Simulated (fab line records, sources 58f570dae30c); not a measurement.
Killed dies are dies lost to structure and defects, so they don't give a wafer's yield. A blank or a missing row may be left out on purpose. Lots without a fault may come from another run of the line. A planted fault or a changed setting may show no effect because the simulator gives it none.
One fault seen from 2 desks | flow berkeley_cmos170 | each desk has only its own numbers; what lay behind them comes last

THE METROLOGY DESK
What the gauges read, lot by lot, whatever tool the lot ran on: means of the sampled wafers that have a number. A lot is out of limits, marked OUT, if its mean lies more than 4 standard deviations from the usual mean; the brackets give that distance.
Columns: A = M3_BOW at UCB170_M3_BOW_MEAS_20, usual 36 um
lot  | first seen here | A
L774 | day 7 17:48     | 36
L775 | day 7 19:30     | 37
L776 | day 8 11:58     | 38
L778 | day 8 19:10     | 38
L779 | day 8 19:44     | 41
L781 | day 9 08:19     | 31
L782 | day 9 08:44     | 35
L784 | day 10 02:26    | 42
L786 | day 10 11:11    | 37
L788 | day 11 11:41    | 42
L791 | day 11 19:32    | 38
L793 | day 11 19:43    | 38
L795 | day 12 04:37    | 33
This desk's finding: nothing out of limits on any of the 13 lots.

THE TOOL OWNER'S DESK: pecvd-03
The tool's own readings at UCB170_V1_CVD_00 (deposits SiO2 from TEOS/O2, target thk 2000 nm, time 260.8 s): means of the sampled wafers that have a number, for each lot that ran on this tool. A lot is out of limits, marked OUT, if its mean lies more than 4 standard deviations from the usual mean; the brackets give that distance.
Columns: A = heater_power_w at UCB170_V1_CVD_00, usual 252 W
lot  | first seen here | A
L779 | day 8 08:05     | 195
L782 | day 8 20:13     | 254
L784 | day 9 08:11     | 268
This desk's finding: nothing out of limits on any of the 3 lots.

PUT TOGETHER
The metrology desk saw nothing out of limits.
The tool owner's desk saw nothing out of limits.

WHAT THE SIMULATOR HAD PUT IN
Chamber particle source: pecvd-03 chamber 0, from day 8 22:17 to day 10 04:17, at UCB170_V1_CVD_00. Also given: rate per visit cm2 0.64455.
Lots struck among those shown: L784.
